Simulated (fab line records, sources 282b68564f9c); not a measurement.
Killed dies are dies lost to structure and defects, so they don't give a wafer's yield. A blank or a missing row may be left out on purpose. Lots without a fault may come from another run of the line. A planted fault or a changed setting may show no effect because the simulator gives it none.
fab line records | flow rit_cmos | part 1 of 2: steps 1 to 32 of 45
record lots=5 wafers=15 last_day=7
route steps=202 shown PRETRO@72 GATE@75 FOX2@80 REOX@98 NLDD@103 PLDD@114
lots that met no fault: from a run of the same line without faults
start_h: hours from the record's first day to the start of the lot's first wafer shown | wait_h: hours since the lot's step before | " the same as in the row above | L1.1+2: a row that stands for several wafers | - no value, or no start given | * or withheld: withheld | < > ~ a bound
route shown NAME@n: a module of which the file shows steps, and the number in the route of the first | usual: mean/standard deviation of fault-free wafers | same: alike in all rows | chamber/n: place in a boat | sites: the reading at each site | _std_site: their standard deviation | _edge_site: outer sites' mean less inner sites' | radius_mm: how far each site lies from the wafer's centre | mask NAME#n: copy n | behind: the tool/chamber that last shaped the wafer | hold: why the lot was held/for how many hours/how that ended | device: the transistor (n, p or np) that didn't switch | end of line: the same wafers' tests at the end of the route | a step without rows: its recipe alone | killed: dies lost to structure and defects at the first sort, not the wafer's yield | map: a wafer's dies, x killed, . not, _ none there
set.NAME: the setting as run; set.NAME@STEP: as run at that earlier step | model.NAME: the simulator's own value behind a step, which no gauge read
lots at some steps of the route; a table a step, a row a wafer
services: from which hour (start_h, from the record's first day; less than 0 if before it) a tool's chamber was out of use, for how many hours, and why
## steps
# step RIT_PRETRO_IMPLANT_08
# recipe species=B energy_kev=45 dose_cm2=1.2e+13 tilt_deg=7
# usual beam_energy_keV=45.003/0.013 beam_on_s=10.00/0.19 faraday_current_uA=38.0/0.73
# columns lot.wafer tool chamber start_h wait_h beam_energy_keV beam_on_s faraday_current_uA
L076.2 implanter-01 0 42.36 0.2 45.011 9.78 38.9
L076.3 " 0 " " 45.002 9.76 39.0
L076.4 " 0 " " 45.023 10.19 37.1
L079.1 implanter-02 0 57.52 0.2 44.988 9.68 39.2
L079.3 " 0 " " 45.017 10.19 37.3
L079.4 " 0 " " 45.017 9.78 39.0
L083.1 implanter-03 0 77.40 0.2 45.003 9.54 40.0
L083.2 " 0 " " 45.035 10.20 37.4
L083.5 " 0 " " 45.004 10.00 37.9
L095.2 implanter-01 0 136.62 0.2 44.996 10.06 37.7
L095.4 " 0 " " 44.996 10.20 37.2
L095.6 " 0 " " 44.980 10.00 38.1
L097.4 implanter-01 0 146.12 0.2 44.999 9.72 39.0
L097.5 " 0 " " 44.995 10.08 37.7
L097.6 " 0 " " 44.998 10.11 37.8
# step RIT_PRETRO_STRIP_09
# recipe chemistry=O2 time_s=180 resist=NOVOLAK platen_temp_c=withheld power_w=500 pressure_mtorr=4000 o2_flow_sccm=4000
# usual chamber_pressure_mTorr=4000/3.7 drypump_motor_current_A=5.7/0.4
# columns lot.wafer tool chamber start_h wait_h chamber_pressure_mTorr drypump_motor_current_A rf_hours_counter_h
L076.2 plasma_asher-01 0 42.49 0.1 4006 5.7 41
L076.3 " 0 " " 3995 5.7 -
L076.4 " 1 " " 3997 5.7 -
L079.1 plasma_asher-01 0 57.67 0.1 4000 5.7 43
L079.3 " 1 " " 4001 5.7 -
L079.4 " 0 " " 4008 5.7 -
L083.1 plasma_asher-01 1 77.55 0.1 3996 5.6 45
L083.2 " 0 " " 4004 5.7 45
L083.5 " 0 " " 3999 5.7 -
L095.2 plasma_asher-01 1 136.75 0.1 3991 5.7 2
L095.4 " 1 " " 3996 5.7 -
L095.6 " 0 " " 3999 5.7 -
L097.4 plasma_asher-03 0 146.26 0.1 3997 4.8 -
L097.5 " 0 " " 4002 4.7 -
L097.6 " 1 " " 4001 6.1 -
# step RIT_PRETRO_TW_MEAS_10
# usual PRETRO_TW=476.1/2.5
# columns lot.wafer tool chamber start_h wait_h PRETRO_TW
L076.2 film_metro-04 - 42.67 0.1 473.5
L076.3 " - " " 478.3
L076.4 " - " " 476.9
L079.1 film_metro-02 - 57.84 0.1 475.2
L079.3 " - " " 476.1
L079.4 " - " " 478.2
L083.1 film_metro-01 - 77.72 0.1 476.8
L083.2 " - " " 474.4
L083.5 " - " " 476.1
L095.2 film_metro-01 - 136.93 0.1 473.7
L095.4 " - " " 473.9
L095.6 " - " " 473.8
L097.4 film_metro-02 - 146.40 0.1 477.9
L097.5 " - " " 479.9
L097.6 " - " " 478.8
# step RIT_GATE_WET_ETCH_00
# recipe chemistry=BOE target=SiO2 target_depth_nm=56 time_s=60 dry=n2_spin dilution=10:1 temp_c=21.5
# columns lot.wafer tool chamber start_h wait_h
L076.2+3+4 wet_bench-04 1 42.72 0.0
L079.1+3+4 wet_bench-03 0 57.90 0.1
L083.1+2+5 wet_bench-03 0 77.78 0.1
L095.2+4+6 wet_bench-04 3 136.98 0.0
L097.4+5+6 wet_bench-04 3 146.43 0.0
# step RIT_GATE_CLEAN_01
# recipe chemistry=SC1 mix=3:3:50 time_s=600 temp_c=75
# columns lot.wafer tool chamber start_h wait_h
L076.2+3+4 wet_bench-02 0 42.75 0.0
L079.1+3+4 wet_bench-03 1 57.93 0.0
L083.1+2+5 wet_bench-02 2 77.81 0.0
L095.2+4+6 wet_bench-02 1 137.01 0.0
L097.4+5+6 wet_bench-02 1 146.46 0.0
# step RIT_GATE_CLEAN_02
# recipe chemistry=dHF dilution=50:1 time_s=30
# columns lot.wafer tool chamber start_h wait_h
L076.2+3+4 wet_bench-04 3 42.92 0.0
L079.1+3+4 wet_bench-02 0 58.10 0.0
L083.1+2+5 wet_bench-03 3 77.99 0.0
L095.2+4+6 wet_bench-03 0 137.18 0.0
L097.4+5+6 wet_bench-02 1 146.63 0.0
# step RIT_GATE_CLEAN_03
# recipe chemistry=SC2 mix=3:3:50 time_s=600 temp_c=75 dry=n2_spin
# columns lot.wafer tool chamber start_h wait_h
L076.2+3+4 wet_bench-03 1 42.94 0.0
L079.1+3+4 wet_bench-03 2 58.12 0.0
L083.1+2+5 wet_bench-02 1 78.01 0.0
L095.2+4+6 wet_bench-04 0 137.20 0.0
L097.4+5+6 wet_bench-02 2 146.65 0.0
# step RIT_GATE_CLEAN_04
# recipe chemistry=dHF dilution=50:1 time_s=60 dry=n2_spin
# columns lot.wafer tool chamber start_h wait_h
L076.2+3+4 wet_bench-02 1 43.12 0.0
L079.1+3+4 wet_bench-02 1 58.29 0.0
L083.1+2+5 wet_bench-02 2 78.18 0.0
L095.2+4+6 wet_bench-02 1 137.37 0.0
L097.4+5+6 wet_bench-04 1 146.82 0.0
# step RIT_FOX2_THK_MEAS_91
# recipe reads=SiO2_of_FOX2_OXIDATION_00
# usual FIELD_OXIDE_LEFT_2_THK=263/8.4
# columns lot.wafer tool chamber start_h wait_h FIELD_OXIDE_LEFT_2_THK[nm]
L076.2 film_metro-01 - 43.15 0.0 259
L076.3 " - " " 260
L076.4 " - " " 258
L079.1 film_metro-03 - 58.32 0.0 273
L079.3 " - " " 274
L079.4 " - " " 272
L083.1 film_metro-04 - 78.21 0.0 251
L083.2 " - " " 253
L083.5 " - " " 254
L095.2 film_metro-01 - 137.41 0.0 268
L095.4 " - " " 271
L095.6 " - " " 271
L097.4 film_metro-01 - 146.88 0.0 253
L097.5 " - " " 251
L097.6 " - " " 253
# step RIT_GATE_OXIDATION_05
# recipe temp_c=900 ambient=O2 target_thk_a=30 ox_time_s=270
# usual spike_tc_load_C=922/3.9
# columns lot.wafer tool chamber start_h wait_h spike_tc_load_C
L076.2 furnace-01 0 43.88 0.7 920
L076.3 " 0 " " 919
L076.4 " 0 " " 920
L079.1 furnace-04 0 58.38 0.1 922
L079.3 " 0 " " 920
L079.4 " 0 " " 920
L083.1 furnace-01 0 78.34 0.1 920
L083.2 " 0 " " 921
L083.5 " 0 " " 920
L095.2 furnace-04 0 137.46 0.0 921
L095.4 " 0 " " 919
L095.6 " 0 " " 921
L097.4 furnace-01 0 146.91 0.0 921
L097.5 " 0 " " 920
L097.6 " 0 " " 920
# step RIT_GATE_ANNEAL_06
# recipe temp_c=900 time_s=600 ambient=N2O
# usual spike_tc_load_C=922/3.5
# columns lot.wafer tool chamber start_h wait_h spike_tc_load_C
L076.2 furnace-01 0 44.95 0.0 921
L076.3 " 0 " " 920
L076.4 " 0 " " 920
L079.1 furnace-04 0 59.45 0.0 919
L079.3 " 0 " " 921
L079.4 " 0 " " 919
L083.1 furnace-01 0 79.42 0.0 920
L083.2 " 0 " " 920
L083.5 " 0 " " 921
L095.2 furnace-01 0 138.53 0.0 918
L095.4 " 0 " " 921
L095.6 " 0 " " 921
L097.4 furnace-01 0 147.98 0.0 920
L097.5 " 0 " " 921
L097.6 " 0 " " 919
# step RIT_GATE_THK_MEAS_07
# recipe reads=SiO2_of_GATE_OXIDATION_05
# usual GATE_OXIDE_THK=3.01/0.071
# columns lot.wafer tool chamber start_h wait_h GATE_OXIDE_THK[nm]
L076.2 film_metro-03 - 45.21 0.0 2.95
L076.3 " - " " 3.02
L076.4 " - " " 2.98
L079.1 film_metro-03 - 59.70 0.0 3.08
L079.3 " - " " 3.08
L079.4 " - " " 3.08
L083.1 film_metro-04 - 79.67 0.0 2.90
L083.2 " - " " 2.93
L083.5 " - " " 2.88
L095.2 film_metro-04 - 138.79 0.0 3.00
L095.4 " - " " 2.89
L095.6 " - " " 2.97
L097.4 film_metro-01 - 148.26 0.0 2.96
L097.5 " - " " 2.99
L097.6 " - " " 2.96
# step RIT_GATE_CVD_08
# recipe material=poly-Si target_thk_nm=250 temp_c=610 precursor=SiH4 time_s=2314 pressure_mtorr=300 sih4_flow_sccm=100
# usual spike_tc_load_C=629/3.4
# columns lot.wafer tool chamber start_h wait_h spike_tc_load_C
L076.2 lpcvd-01 1 45.26 0.0 631
L076.3 " 1 " " 630
L076.4 " 1 " " 632
L079.1 lpcvd-01 0 59.76 0.1 625
L079.3 " 0 " " 625
L079.4 " 0 " " 625
L083.1 lpcvd-02 0 79.73 0.1 628
L083.2 " 0 " " 627
L083.5 " 0 " " 628
L095.2 lpcvd-01 0 138.84 0.0 624
L095.4 " 0 " " 624
L095.6 " 0 " " 623
L097.4 lpcvd-01 1 148.29 0.0 632
L097.5 " 1 " " 630
L097.6 " 1 " " 631
# step RIT_GATE_THK_MEAS_09
# recipe reads=poly-Si_of_GATE_CVD_08
# usual GATE_POLY_THK=260.7/2.5
# columns lot.wafer tool chamber start_h wait_h GATE_POLY_THK[nm]
L076.2 film_metro-03 - 47.70 0.0 265.1
L076.3 " - " " 265.7
L076.4 " - " " 265.7
L079.1 film_metro-03 - 61.38 0.0 260.6
L079.3 " - " " 257.9
L079.4 " - " " 257.7
L083.1 film_metro-03 - 81.35 0.0 255.9
L083.2 " - " " 256.9
L083.5 " - " " 260.2
L095.2 film_metro-01 - 140.47 0.0 257.6
L095.4 " - " " 256.6
L095.6 " - " " 255.7
L097.4 film_metro-04 - 149.94 0.0 261.9
L097.5 " - " " 261.5
L097.6 " - " " 262.6
# step RIT_GATE_HMDS_10
# recipe prime_time_s=60 prime_temp_c=140
# columns lot.wafer tool chamber start_h wait_h
L076.2+3+4 litho_track-03 0 47.77 0.1
L079.1+3+4 litho_track-04 0 61.44 0.1
L083.1+2+5 litho_track-02 0 81.41 0.1
L095.2+4+6 litho_track-03 0 140.54 0.1
L097.4+5+6 litho_track-03 0 150.07 0.1
# step RIT_GATE_COAT_11
# recipe resist=NOVOLAK spin_rpm=4250 resist_thk_nm=850
# columns lot.wafer tool chamber start_h wait_h
L076.2+3+4 litho_track-03 0 47.92 0.1
L079.1+3+4 litho_track-04 0 61.59 0.1
L083.1+2+5 litho_track-02 0 81.56 0.1
L095.2+4+6 litho_track-03 0 140.69 0.1
L097.4+5+6 litho_track-03 0 150.22 0.1
# step RIT_GATE_SOFTBAKE_12
# recipe resist=NOVOLAK temp_c=90 time_s=60
# columns lot.wafer tool chamber start_h wait_h
L076.2+3+4 litho_track-03 0 48.07 0.1
L079.1+3+4 litho_track-04 0 61.74 0.1
L083.1+2+5 litho_track-02 0 81.71 0.1
L095.2+4+6 litho_track-03 0 140.84 0.1
L097.4+5+6 litho_track-03 0 150.37 0.1
# step RIT_GATE_EXPOSE_13
# recipe mask_id=M6 na=0.6 source_shape=conventional sigma_outer=0.6 target_cd_nm=150 dose_mj=380
# usual exposure_dose_mJ_cm2=380.0/0.37
# columns lot.wafer tool chamber start_h wait_h mask exposure_dose_mJ_cm2
L076.2 iline_stepper-02 0 48.22 0.1 M6#0 380.4
L076.3 " 0 " " M6#0 379.6
L076.4 " 0 " " M6#0 380.1
L079.1 iline_stepper-01 0 61.89 0.1 M6#0 379.6
L079.3 " 0 " " M6#0 379.6
L079.4 " 0 " " M6#0 379.6
L083.1 iline_stepper-01 0 81.98 0.2 M6#0 381.0
L083.2 " 0 " " M6#0 380.1
L083.5 " 0 " " M6#0 380.7
L095.2 iline_stepper-02 0 141.11 0.2 M6#0 379.5
L095.4 " 0 " " M6#0 380.0
L095.6 " 0 " " M6#0 380.1
L097.4 iline_stepper-02 0 150.51 0.1 M6#0 381.0
L097.5 " 0 " " M6#0 380.7
L097.6 " 0 " " M6#0 380.1
# step RIT_GATE_PEB_14
# recipe resist=NOVOLAK temp_c=withheld time_s=withheld
# columns lot.wafer tool chamber start_h wait_h
L076.2+3+4 litho_track-04 0 48.34 0.1
L079.1+3+4 litho_track-04 0 62.01 0.1
L083.1+2+5 litho_track-02 0 82.10 0.1
L095.2+4+6 litho_track-02 0 141.24 0.1
L097.4+5+6 litho_track-02 0 150.64 0.1
# step RIT_GATE_DEVELOP_15
# recipe resist=NOVOLAK develop_time_s=50 dev_temp_c=23
# columns lot.wafer tool chamber start_h wait_h
L076.2+3+4 litho_track-04 0 - -
L079.1+3+4 litho_track-04 0 - -
L083.1+2+5 litho_track-02 0 - -
L095.2+4+6 litho_track-02 0 - -
L097.4+5+6 litho_track-02 0 - -
# step RIT_GATE_CD_MEAS_16
# recipe target_cd_nm=150
# usual cd_nm=149.6/2.5
# columns lot.wafer tool chamber start_h wait_h cd_nm
L076.2 cd_sem-02 - 48.62 - 148.5
L076.3 " - " " 147.9
L076.4 " - " " 146.5
L079.1 cd_sem-02 - 62.29 - 149.8
L079.3 " - " " 149.6
L079.4 " - " " 151.5
L083.1 cd_sem-01 - 82.38 - 148.2
L083.2 " - " " 146.2
L083.5 " - " " 146.8
L095.2 cd_sem-02 - 141.51 - 147.7
L095.4 " - " " 146.7
L095.6 " - " " 147.9
L097.4 cd_sem-01 - 150.91 - 150.9
L097.5 " - " " 150.8
L097.6 " - " " 150.5
# step RIT_GATE_OVL_MEAS_17
# usual GATE_OVL=-0.1/1.4
# columns lot.wafer tool chamber start_h wait_h GATE_OVL[nm]
L076.2 overlay-01 - 48.72 0.1 -2.1
L076.3 " - " " -0.2
L076.4 " - " " -2.0
L079.1 overlay-02 - 62.41 0.1 1.6
L079.3 " - " " 1.4
L079.4 " - " " -0.6
L083.1 overlay-01 - 82.50 0.1 1.8
L083.2 " - " " 1.1
L083.5 " - " " 0.0
L095.2 overlay-01 - 141.62 0.1 -1.0
L095.4 " - " " -0.1
L095.6 " - " " -1.9
L097.4 overlay-01 - 150.99 0.1 0.7
L097.5 " - " " 0.2
L097.6 " - " " -0.7
# step RIT_GATE_HARDBAKE_18
# recipe resist=NOVOLAK temp_c=140 time_s=60
# columns lot.wafer tool chamber start_h wait_h
L076.2+3+4 litho_track-03 0 48.78 0.0
L079.1+3+4 litho_track-02 0 62.44 0.0
L083.1+2+5 litho_track-03 0 82.54 0.0
L095.2+4+6 litho_track-02 0 141.68 0.0
L097.4+5+6 litho_track-04 0 151.08 0.1
# step RIT_GATE_ETCH_19
# recipe chemistry=SF6/CHF3/O2 time_s=165 SF6_flow_sccm=30 CHF3_flow_sccm=30 O2_flow_sccm=5 target=poly-Si pressure_mtorr=40 rf_w=162.4 target_depth_a=3125 over_etch_frac=0.25 stop_on=SiO2
# usual chamber_pressure_mTorr=40.00/0.035 drypump_motor_current_A=5.8/0.57 oes_product_au=0.875/0.013 throttle_valve_pct=10.21/0.14
# columns lot.wafer tool chamber start_h wait_h chamber_pressure_mTorr drypump_motor_current_A oes_product_au rf_hours_counter_h throttle_valve_pct
L076.2 rie_si-02 2 48.90 0.1 39.99 5.0 0.892 80 10.07
L076.3 " 0 " " 39.96 5.8 0.870 2 10.22
L076.4 " 3 " " 39.96 6.3 0.879 92 10.02
L079.1 rie_si-01 0 62.59 0.1 40.06 5.3 0.871 1 10.27
L079.3 " 3 " " 39.99 6.2 0.870 1 10.27
L079.4 " 1 " " 39.99 6.3 0.879 98 10.25
L083.1 rie_si-01 0 82.69 0.1 39.97 5.3 0.870 1 10.30
L083.2 " 2 " " 40.01 6.8 0.884 141 10.55
L083.5 " 3 " " 40.01 6.2 0.892 - 10.27
L095.2 rie_si-01 0 141.80 0.1 40.01 5.3 0.858 2 10.27
L095.4 " 0 " " 39.98 5.3 0.853 - 10.28
L095.6 " 0 " " 39.97 5.3 0.865 - 10.28
L097.4 rie_si-01 3 151.21 0.1 40.04 6.2 0.876 - 10.27
L097.5 " 0 " " 40.05 5.3 0.872 - 10.28
L097.6 " 1 " " 39.94 6.3 0.895 - 10.27
# step RIT_GATE_STRIP_20
# recipe chemistry=O2 time_s=180 resist=NOVOLAK platen_temp_c=withheld power_w=500 pressure_mtorr=4000 o2_flow_sccm=4000
# usual chamber_pressure_mTorr=4000/4 drypump_motor_current_A=5.65/0.28
# columns lot.wafer tool chamber start_h wait_h chamber_pressure_mTorr drypump_motor_current_A rf_hours_counter_h
L076.2 plasma_asher-01 0 49.01 0.1 3997 5.74 42
L076.3 " 1 " " 3997 5.65 -
L076.4 " 0 " " 4005 5.73 -
L079.1 plasma_asher-02 0 62.70 0.1 3999 5.49 43
L079.3 " 1 " " 4001 5.85 -
L079.4 " 0 " " 3999 5.49 -
L083.1 plasma_asher-01 1 82.79 0.1 3998 5.67 45
L083.2 " 0 " " 4003 5.72 45
L083.5 " 1 " " 4005 5.67 -
L095.2 plasma_asher-02 1 141.96 0.1 4006 5.83 51
L095.4 " 1 " " 3995 5.81 -
L095.6 " 1 " " 3999 5.82 -
L097.4 plasma_asher-01 0 151.32 0.1 4001 5.72 -
L097.5 " 0 " " 4006 5.70 -
L097.6 " 1 " " 4001 5.66 -
# step RIT_GATE_CD_MEAS_90
# recipe target_cd_nm=150
# usual cd_nm=149.6/2.6
# columns lot.wafer tool chamber start_h wait_h cd_nm
L076.2 cd_sem-02 - 49.21 0.1 148.4
L076.3 " - " " 147.6
L076.4 " - " " 146.2
L079.1 cd_sem-01 - 62.88 0.1 149.9
L079.3 " - " " 149.9
L079.4 " - " " 151.0
L083.1 cd_sem-02 - 82.97 0.1 148.7
L083.2 " - " " 146.2
L083.5 " - " " 146.6
L095.2 cd_sem-02 - 142.16 0.1 146.9
L095.4 " - " " 146.3
L095.6 " - " " 147.4
L097.4 cd_sem-02 - 151.50 0.1 151.5
L097.5 " - " " 150.6
L097.6 " - " " 150.0
# step RIT_REOX_CLEAN_00
# recipe chemistry=SC1 mix=3:3:50 time_s=600 temp_c=75
# columns lot.wafer tool chamber start_h wait_h
L076.2+3+4 wet_bench-02 2 49.31 0.1
L079.1+3+4 wet_bench-01 1 63.00 0.1
L083.1+2+5 wet_bench-03 1 83.09 0.1
L095.2+4+6 wet_bench-03 1 142.26 0.1
L097.4+5+6 wet_bench-03 1 151.56 0.0
# step RIT_REOX_CLEAN_01
# recipe chemistry=dHF dilution=50:1 time_s=30
# columns lot.wafer tool chamber start_h wait_h
L076.2+3+4 wet_bench-01 3 49.48 0.0
L079.1+3+4 wet_bench-03 2 63.19 0.0
L083.1+2+5 wet_bench-02 1 83.26 0.0
L095.2+4+6 wet_bench-02 2 142.43 0.0
L097.4+5+6 wet_bench-01 0 151.73 0.0
# step RIT_REOX_CLEAN_02
# recipe chemistry=SC2 mix=3:3:50 time_s=600 temp_c=75 dry=n2_spin
# columns lot.wafer tool chamber start_h wait_h
L076.2+3+4 wet_bench-03 1 49.50 0.0
L079.1+3+4 wet_bench-02 1 63.21 0.0
L083.1+2+5 wet_bench-03 1 83.28 0.0
L095.2+4+6 wet_bench-01 1 142.45 0.0
L097.4+5+6 wet_bench-03 2 151.75 0.0
# step RIT_REOX_OXIDATION_03
# recipe temp_c=900 ambient=O2 target_thk_a=252 ox_time_s=5580
# usual spike_tc_load_C=924/3.9
# columns lot.wafer tool chamber start_h wait_h spike_tc_load_C
L076.2 furnace-03 0 49.67 0.0 929
L076.3 " 0 " " 931
L076.4 " 0 " " 929
L079.1 furnace-03 0 63.45 0.1 930
L079.3 " 0 " " 930
L079.4 " 0 " " 929
L083.1 furnace-01 0 83.80 0.3 922
L083.2 " 0 " " 921
L083.5 " 0 " " 922
L095.2 furnace-01 0 142.89 0.3 917
L095.4 " 0 " " 919
L095.6 " 0 " " 921
L097.4 furnace-01 0 152.05 0.1 917
L097.5 " 0 " " 920
L097.6 " 0 " " 920
# step RIT_REOX_THK_MEAS_04
# recipe reads=SiO2_of_REOX_OXIDATION_03
# usual REOX_OXIDE_THK=25.2/0.39
# columns lot.wafer tool chamber start_h wait_h REOX_OXIDE_THK[nm]
L076.2 film_metro-04 - 52.23 0.0 25.7
L076.3 " - " " 25.2
L076.4 " - " " 25.7
L079.1 film_metro-02 - 66.00 0.0 24.9
L079.3 " - " " 24.7
L079.4 " - " " 24.9
L083.1 film_metro-03 - 86.35 0.0 25.7
L083.2 " - " " 25.9
L083.5 " - " " 26.3
L095.2 film_metro-03 - 145.45 0.0 25.3
L095.4 " - " " 25.3
L095.6 " - " " 25.2
L097.4 film_metro-04 - 154.63 0.0 25.3
L097.5 " - " " 25.2
L097.6 " - " " 25.4
# step RIT_NLDD_HMDS_00
# recipe prime_time_s=60 prime_temp_c=140
# columns lot.wafer tool chamber start_h wait_h
L076.2+3+4 litho_track-01 0 52.31 0.1
L079.1+3+4 litho_track-01 0 66.06 0.1
L083.1+2+5 litho_track-03 0 86.41 0.1
L095.2+4+6 litho_track-04 0 145.53 0.1
L097.4+5+6 litho_track-04 0 154.74 0.1
